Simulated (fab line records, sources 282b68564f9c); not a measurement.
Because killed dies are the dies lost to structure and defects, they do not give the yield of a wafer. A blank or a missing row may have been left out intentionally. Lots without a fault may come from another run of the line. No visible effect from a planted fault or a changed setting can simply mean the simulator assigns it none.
Split-lot experiment    flow ritCmos    23 wafers read from 5 lots, route of 202 steps

ON THE SPLIT
At RIT_ACTIVE_CVD_03 (deposits Si3N4 from SiH2Cl2/NH3, target thk 150 nm, time 1500 s), the setting pressureMtorr was moved away from the recipe's 300 mTorr on 20 of the 23 wafers read, by -12.5% to +9.9%. All remaining wafers had this setting at the recipe value.

Between the split and the reading, the file records no step.

THE READING
ACTIVE_NITRIDE_THK, in nm, at RIT_ACTIVE_THK_MEAS_04. Fault-free wafers of this fab line usually give 150.1 nm, standard deviation 1 nm.

wafer   tool, chamber at the split  pressureMtorr as run, mTorr  against the recipe  ACTIVE_NITRIDE_THK, nm  against lot-mates on the recipe
L074.1  -, -                        329.6                        +9.9%               154.2                   no lot-mate on the recipe
L074.2  -, -                        329.6                        +9.9%               154.3                   no lot-mate on the recipe
L074.3  -, -                        329.6                        +9.9%               156.0                   no lot-mate on the recipe
L074.4  -, -                        329.6                        +9.9%               155.2                   no lot-mate on the recipe
L074.5  -, -                        329.6                        +9.9%               153.6                   no lot-mate on the recipe
L082.1  lpcvd-01, 0                 300                          recipe              149.1                   -
L082.4  lpcvd-01, 0                 300                          recipe              149.9                   -
L082.5  lpcvd-01, 0                 300                          recipe              150.2                   -
L083.1  -, -                        262.4                        -12.5%              142.6                   no lot-mate on the recipe
L083.2  -, -                        262.4                        -12.5%              143.5                   no lot-mate on the recipe
L083.4  -, -                        262.4                        -12.5%              143.5                   no lot-mate on the recipe
L083.5  -, -                        262.4                        -12.5%              144.2                   no lot-mate on the recipe
L083.6  -, -                        262.4                        -12.5%              144.7                   no lot-mate on the recipe
L084.1  -, -                        327.1                        +9.0%               155.1                   no lot-mate on the recipe
L084.3  -, -                        327.1                        +9.0%               156.6                   no lot-mate on the recipe
L084.4  -, -                        327.1                        +9.0%               155.9                   no lot-mate on the recipe
L084.5  -, -                        327.1                        +9.0%               156.7                   no lot-mate on the recipe
L084.6  -, -                        327.1                        +9.0%               155.4                   no lot-mate on the recipe
L085.1  -, -                        271                          -9.7%               144.5                   no lot-mate on the recipe
L085.2  -, -                        271                          -9.7%               145.7                   no lot-mate on the recipe
L085.3  -, -                        271                          -9.7%               144.9                   no lot-mate on the recipe
L085.4  -, -                        271                          -9.7%               145.1                   no lot-mate on the recipe
L085.5  -, -                        271                          -9.7%               146.2                   no lot-mate on the recipe

FIT RESULTS
A straight line over all 23 wafers: ACTIVE_NITRIDE_THK changes by +0.524 nm for each +1% of pressureMtorr; r = +0.98; the points scatter about the line by 0.95 nm.
Too few moved wafers have a lot-mate on the recipe to fit a line with each lot's own level taken away.

THE WHOLE CHAIN: every reading that the file lists as answering this split, in the file's order
step                    what it does                                                         reading                                                                        change (the file's fit)                r (the file's)
RIT_ACTIVE_CVD_03       deposits Si3N4 from SiH2Cl2/NH3, target thk 150 nm, time 1500 s      Si3N4_of_ACTIVE_CVD_03.thkNm (the simulator's own value, which no gauge read)  +0.526 nm for each +1% of the setting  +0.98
RIT_ACTIVE_THK_MEAS_04                                                                       ACTIVE_NITRIDE_THK                                                             +0.525 for each +1% of the setting     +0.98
RIT_ACTIVE_ETCH_13      etches Si3N4 in SF6, stops on SiO2, time 210 s, target depth 210 nm  etch.depthNm (the simulator's own value, which no gauge read)                  +0.536 nm for each +1% of the setting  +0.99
RIT_ACTIVE_ETCH_13      etches Si3N4 in SF6, stops on SiO2, time 210 s, target depth 210 nm  ACTIVE.featureDepthNm (the simulator's own value, which no gauge read)         +0.537 nm for each +1% of the setting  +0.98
RIT_FOX1_OXIDATION_00   target thk 350.7 nm, ox time 1130 s                                  Si3N4_of_ACTIVE_CVD_03.thkNm (the simulator's own value, which no gauge read)  +0.509 nm for each +1% of the setting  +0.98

THE FILE'S OWN FIT
ACTIVE_NITRIDE_THK changes by +0.525 nm for each +1% of pressureMtorr, r = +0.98.
